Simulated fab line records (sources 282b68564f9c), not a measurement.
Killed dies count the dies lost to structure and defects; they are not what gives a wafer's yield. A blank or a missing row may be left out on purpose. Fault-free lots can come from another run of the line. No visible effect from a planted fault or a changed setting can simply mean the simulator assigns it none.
Split-lot experiment | flow rit cmos | on a route of 202 steps: 5 lots, 23 wafers read

## ON THE SPLIT
At RIT_NLDD_COAT_01 (resist thk 1000 nm), the setting resist thk nm was moved away from the recipe's 1000 nm on 11 of the 23 wafers read, by -5.8% to +5.2%. All remaining wafers had this setting at the recipe value.

## FROM THE SPLIT TO THE READING: what the file shows between them, 3 steps
- RIT_NLDD_SOFTBAKE_02: time 60 s
- RIT_NLDD_EXPOSE_03: exposes mask M7, target cd 40700 nm
- RIT_NLDD_DEVELOP_05: develop time 50 s

## THE READING
NOVOLAK_of_NLDD_COAT_01.thk nm (the simulator's own value, which no gauge read), in nm, at RIT_NLDD_HARDBAKE_07 (time 60 s). The file does not state a usual value for it. Across the 12 wafers here that went through the recipe, the average is 885.9 nm and the standard deviation 3.3 nm.

wafer  | tool, chamber at the split | resist thk nm as run, nm | against the recipe | NOVOLAK_of_NLDD_COAT_01.thk nm, nm | against lot-mates on the recipe
L077.1 | litho track-03, 0          | 1000                     | recipe             | 890.4                              | -
L077.2 | litho track-03, 0          | 942.2                    | -5.8%              | 837.3                              | -52.8
L077.3 | litho track-03, 0          | 942.2                    | -5.8%              | 839                                | -51.1
L077.4 | litho track-03, 0          | 942.2                    | -5.8%              | 840.2                              | -49.9
L077.6 | litho track-03, 0          | 1000                     | recipe             | 889.8                              | -
L078.1 | litho track-01, 0          | 1000                     | recipe             | 890.9                              | -
L078.3 | litho track-01, 0          | 1000                     | recipe             | 887.2                              | -
L078.5 | litho track-01, 0          | 1000                     | recipe             | 887.5                              | -
L079.2 | litho track-01, 0          | 1000                     | recipe             | 885.6                              | -
L079.3 | litho track-01, 0          | 1000                     | recipe             | 884.9                              | -
L079.4 | litho track-01, 0          | 953.1                    | -4.7%              | 844.5                              | -41.2
L079.5 | litho track-01, 0          | 1000                     | recipe             | 886.5                              | -
L079.6 | litho track-01, 0          | 953.1                    | -4.7%              | 844.6                              | -41.1
L081.1 | litho track-03, 0          | 1000                     | recipe             | 881.8                              | -
L081.2 | litho track-03, 0          | 1052                     | +5.2%              | 930.9                              | +47.8
L081.4 | litho track-03, 0          | 1052                     | +5.2%              | 931.7                              | +48.6
L081.5 | litho track-03, 0          | 1000                     | recipe             | 884.4                              | -
L081.6 | litho track-03, 0          | 1052                     | +5.2%              | 930                                | +46.9
L084.1 | litho track-04, 0          | 1023                     | +2.3%              | 898.7                              | +17.5
L084.4 | litho track-04, 0          | 1023                     | +2.3%              | 898.7                              | +17.5
L084.2 | litho track-04, 0          | 1023                     | +2.3%              | 902.8                              | +21.6
L084.3 | litho track-04, 0          | 1000                     | recipe             | 882                                | -
L084.5 | litho track-04, 0          | 1000                     | recipe             | 880.4                              | -

FIT RESULTS
A straight line over all 23 wafers: NOVOLAK_of_NLDD_COAT_01.thk nm changes by +8.3 nm for each +1% of resist thk nm; r = +0.99; the points scatter about the line by 3.4 nm.
The same after taking each lot's own level away (the mean of its wafers on the recipe; 23 wafers): +8.91 nm for each +1%; r = +1.00; scatter 1.5 nm.
That fit puts the effect of the largest move of resist thk nm on the reading at 52 nm.
The lots' own levels span 881.20 to 890.10 nm, that is 2.7 times the standard deviation above.
Hence the lot-to-lot level has little effect on the slope; both slopes agree.
Check: for one of the wafers moved furthest among these (-5.8%), held out of the fit, the line's prediction against its lot-mates is -51.2 nm. Against them it came out at -52.8 nm.

## THE WHOLE CHAIN: every reading that the file lists as answering this split, in the file's order
step                 | what it does       | reading                                                                         | change (the file's fit)              | r (the file's)
RIT_NLDD_COAT_01     | resist thk 1000 nm | NOVOLAK_of_NLDD_COAT_01.thk nm (the simulator's own value, which no gauge read) | +10.2 nm for each +1% of the setting | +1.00
RIT_NLDD_HARDBAKE_07 | time 60 s          | NOVOLAK_of_NLDD_COAT_01.thk nm (the simulator's own value, which no gauge read) | +8.9 nm for each +1% of the setting  | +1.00

## THE FILE'S OWN FIT
NOVOLAK_of_NLDD_COAT_01.thk nm changes by +8.9 nm for each +1% of resist thk nm, r = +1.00.
